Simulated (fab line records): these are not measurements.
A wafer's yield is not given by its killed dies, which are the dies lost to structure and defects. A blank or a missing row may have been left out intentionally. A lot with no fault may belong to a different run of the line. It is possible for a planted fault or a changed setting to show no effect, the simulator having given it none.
Which of the tools did it? -- flow rit cmos -- 7 lots, 21 wafers sampled, at 2 steps of a route of 202

WHAT THE GAUGES SHOWED, per wafer
RIT_GATE_THK_MEAS_07.
lot,measured,on,GATE_OXIDE_THK (nm)
L291,day 3 00:48,film metro-04,3.08 3.04 3.15
L293,day 3 15:23,film metro-02,3.00 2.90 2.98
L295,day 3 21:08,film metro-02,3.08 3.09 3.06
L299,day 4 17:34,film metro-02,3.00 3.03 3.09
L304,day 5 17:56,film metro-01,3.06 3.00 3.04
L306,day 6 05:08,film metro-01,3.24 3.31 3.41
L311,day 7 07:29,film metro-02,3.03 3.01 2.94

WHAT TOOL EACH LOT RAN ON (gives the tool, then ch and the chambers of the sampled wafers, and finally the start)
lot,RIT_GATE_OXIDATION_05
L291,"furnace-01 ch 0, day 2 23:29"
L293,"furnace-01 ch 0, day 3 14:03"
L295,"furnace-02 ch 0, day 3 19:02"
L299,"furnace-01 ch 0, day 4 16:13"
L304,"furnace-04 ch 0, day 5 16:35"
L306,"furnace-04 ch 0, day 6 03:48"
L311,"furnace-02 ch 0, day 7 06:10"
- RIT_GATE_OXIDATION_05: target thk 3 nm, ox time 270 s.

THE ANSWER, worked out from the rows above alone
Rule: usual is defined by the lots themselves. The widest of any qualifying gaps counts: lots, ordered by their means at a reading, are off when they make up no more than a third of the lots, leave a main group of 4 or more, and stand apart from it by 3 or more times the standard deviation of that group's means. If all means in a main group match to the digits the tables above print for the reading, that group is not used. Also off: a lot with no number at a reading for which 4 or more lots have one. The other lots that the step has rows for count as sound.
Off: L306, seen at RIT_GATE_THK_MEAS_07 (GATE_OXIDE_THK). Main group: mean 3.03 nm, sd 0.045.
A tool fits if, at a process step before that reading, it ran every lot that is off, and no sound lot after the first of them. Those tools and the gauges at RIT_GATE_THK_MEAS_07 are tried in the same way. This does not decide it: 2 tools fit, namely furnace-04 at RIT_GATE_OXIDATION_05 and film metro-01 at RIT_GATE_THK_MEAS_07.

WHAT THE SIMULATOR HAD PUT IN
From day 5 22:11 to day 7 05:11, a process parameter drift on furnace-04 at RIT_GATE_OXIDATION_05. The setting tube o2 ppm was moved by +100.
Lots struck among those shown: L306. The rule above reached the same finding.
